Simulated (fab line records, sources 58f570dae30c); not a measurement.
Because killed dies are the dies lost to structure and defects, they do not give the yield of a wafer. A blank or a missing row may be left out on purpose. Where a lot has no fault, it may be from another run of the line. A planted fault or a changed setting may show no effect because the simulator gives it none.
Split-lot study / flow berkeleyCmos170 / on a route of 331 steps: 5 lots, 23 wafers read

## SPLIT DETAILS
At UCB170_V2_CMP_02 (polishes SiO2), the setting leaveAboveRefNm was moved away from the recipe's 1000 nm on 7 of the 23 wafers read, by -6.5% to +4.7%. The other wafers ran this setting at the recipe's value.

Between the split and the reading, the file records no step.

## THE READING
V2_POLISHED_THK at UCB170_V2_THK_MEAS_04, in nm. Typical for fault-free wafers on this fab line: 999.9 nm, with standard deviation 1.2 nm.

wafer=L075.1; tool, chamber at the split=cmp-02, 2; leaveAboveRefNm as run, nm=935.2; against the recipe=-6.5%; V2_POLISHED_THK, nm=933.3; against lot-mates on the recipe=-64.1
wafer=L075.3; tool, chamber at the split=cmp-02, 0; leaveAboveRefNm as run, nm=1000; against the recipe=recipe; V2_POLISHED_THK, nm=998.7; against lot-mates on the recipe=-
wafer=L075.4; tool, chamber at the split=cmp-02, 3; leaveAboveRefNm as run, nm=1000; against the recipe=recipe; V2_POLISHED_THK, nm=997.2; against lot-mates on the recipe=-
wafer=L075.5; tool, chamber at the split=cmp-02, 3; leaveAboveRefNm as run, nm=1000; against the recipe=recipe; V2_POLISHED_THK, nm=996.2; against lot-mates on the recipe=-
wafer=L075.6; tool, chamber at the split=cmp-02, 0; leaveAboveRefNm as run, nm=935.2; against the recipe=-6.5%; V2_POLISHED_THK, nm=933.6; against lot-mates on the recipe=-63.8
wafer=L077.1; tool, chamber at the split=cmp-02, 1,3,1; leaveAboveRefNm as run, nm=1000; against the recipe=recipe; V2_POLISHED_THK, nm=998.6; against lot-mates on the recipe=-
wafer=L077.2; tool, chamber at the split=cmp-02, 1,3,1; leaveAboveRefNm as run, nm=1000; against the recipe=recipe; V2_POLISHED_THK, nm=997.9; against lot-mates on the recipe=-
wafer=L077.3; tool, chamber at the split=cmp-02, 0; leaveAboveRefNm as run, nm=1000; against the recipe=recipe; V2_POLISHED_THK, nm=1000.3; against lot-mates on the recipe=-
wafer=L077.4; tool, chamber at the split=cmp-02, 2; leaveAboveRefNm as run, nm=1000; against the recipe=recipe; V2_POLISHED_THK, nm=998.7; against lot-mates on the recipe=-
wafer=L077.5; tool, chamber at the split=cmp-02, 1,3,1; leaveAboveRefNm as run, nm=1000; against the recipe=recipe; V2_POLISHED_THK, nm=999.0; against lot-mates on the recipe=-
wafer=L078.1; tool, chamber at the split=cmp-01, 2; leaveAboveRefNm as run, nm=1000; against the recipe=recipe; V2_POLISHED_THK, nm=999.4; against lot-mates on the recipe=-
wafer=L078.3; tool, chamber at the split=cmp-01, 1; leaveAboveRefNm as run, nm=1000; against the recipe=recipe; V2_POLISHED_THK, nm=999.9; against lot-mates on the recipe=-
wafer=L078.6; tool, chamber at the split=cmp-01, 3; leaveAboveRefNm as run, nm=1000; against the recipe=recipe; V2_POLISHED_THK, nm=1001.5; against lot-mates on the recipe=-
wafer=L080.1; tool, chamber at the split=cmp-02, 2,3; leaveAboveRefNm as run, nm=1000; against the recipe=recipe; V2_POLISHED_THK, nm=999.4; against lot-mates on the recipe=-
wafer=L080.2; tool, chamber at the split=cmp-02, 2,3; leaveAboveRefNm as run, nm=1000; against the recipe=recipe; V2_POLISHED_THK, nm=997.8; against lot-mates on the recipe=-
wafer=L080.3; tool, chamber at the split=cmp-02, 1; leaveAboveRefNm as run, nm=1047; against the recipe=+4.7%; V2_POLISHED_THK, nm=1047.7; against lot-mates on the recipe=+48.5
wafer=L080.4; tool, chamber at the split=cmp-02, 0; leaveAboveRefNm as run, nm=1000; against the recipe=recipe; V2_POLISHED_THK, nm=1000.3; against lot-mates on the recipe=-
wafer=L080.5; tool, chamber at the split=cmp-02, 2; leaveAboveRefNm as run, nm=1047; against the recipe=+4.7%; V2_POLISHED_THK, nm=1046.5; against lot-mates on the recipe=+47.3
wafer=L082.1; tool, chamber at the split=cmp-01, 1; leaveAboveRefNm as run, nm=953.8; against the recipe=-4.6%; V2_POLISHED_THK, nm=953.0; against lot-mates on the recipe=-47.1
wafer=L082.2; tool, chamber at the split=cmp-01, 3; leaveAboveRefNm as run, nm=953.8; against the recipe=-4.6%; V2_POLISHED_THK, nm=954.4; against lot-mates on the recipe=-45.7
wafer=L082.3; tool, chamber at the split=cmp-01, 2; leaveAboveRefNm as run, nm=1000; against the recipe=recipe; V2_POLISHED_THK, nm=1000.6; against lot-mates on the recipe=-
wafer=L082.5; tool, chamber at the split=cmp-01, 1; leaveAboveRefNm as run, nm=1000; against the recipe=recipe; V2_POLISHED_THK, nm=999.6; against lot-mates on the recipe=-
wafer=L082.6; tool, chamber at the split=cmp-01, 0; leaveAboveRefNm as run, nm=953.8; against the recipe=-4.6%; V2_POLISHED_THK, nm=953.3; against lot-mates on the recipe=-46.8
Rows listing several chambers each stand for several wafers; the file does not say which wafer went through which chamber.

THE FIT
A straight line over all 23 wafers: V2_POLISHED_THK changes by +10.1 nm for each +1% of leaveAboveRefNm; r = +1.00; the points scatter about the line by 1.3 nm.
The same after taking each lot's own level away (the mean of its wafers on the recipe; 23 wafers): +10 nm for each +1%; r = +1.00; scatter 0.91 nm.
According to that fit, moving leaveAboveRefNm by its largest amount changes the reading by 65 nm.
Measured against the standard deviation above, the lots' own levels, which go from 997.37 to 1000.27 nm, span 2.4 times it.
The two slopes are in agreement: the lot-to-lot level therefore moves the slope only a little.
Check: -65 nm against its lot-mates is what the line predicts for one of the wafers moved furthest among these (-6.5%) when that wafer is left out of the fit. It came out at -64.1 nm against them.

## THE OTHER SPLITS THESE WAFERS WENT THROUGH
Note: prior to the reading, these wafers also went through further splits. Each is held against what the fit with the lots' levels taken away leaves over:
other split on the same wafers=UCB170_M1_ETCH_11 sourceW; wafers away from the commonest value=5; r with V2_POLISHED_THK (lot level and that fit taken away)=+0.08
other split on the same wafers=UCB170_M2_SPUTTER_01 powerW; wafers away from the commonest value=10; r with V2_POLISHED_THK (lot level and that fit taken away)=+0.09
other split on the same wafers=UCB170_M2_METAL_ETCH_18 icpW; wafers away from the commonest value=7; r with V2_POLISHED_THK (lot level and that fit taken away)=+0.16

## THE WHOLE CHAIN: every reading that the file lists as answering this split, in the file's order
step=UCB170_V2_CMP_02; what it does=polishes SiO2; reading=SiO2_of_V2_CVD_00.thkNm (the simulator's own value, which no gauge read); change (the file's fit)=+9.88 nm for each +1% of the setting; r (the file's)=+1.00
step=UCB170_V2_THK_MEAS_04; what it does=; reading=V2_POLISHED_THK; change (the file's fit)=+10 for each +1% of the setting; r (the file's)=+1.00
step=UCB170_V2_ETCH_14; what it does=etches SiO2 in CHF3/CF4/Ar, stops on Al, target depth 1250 nm, time 291 s; reading=V2.featureDepthNm (the simulator's own value, which no gauge read); change (the file's fit)=+10 nm for each +1% of the setting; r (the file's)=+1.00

## THE FILE'S OWN FIT
V2_POLISHED_THK changes by +10 nm for each +1% of leaveAboveRefNm, r = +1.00.
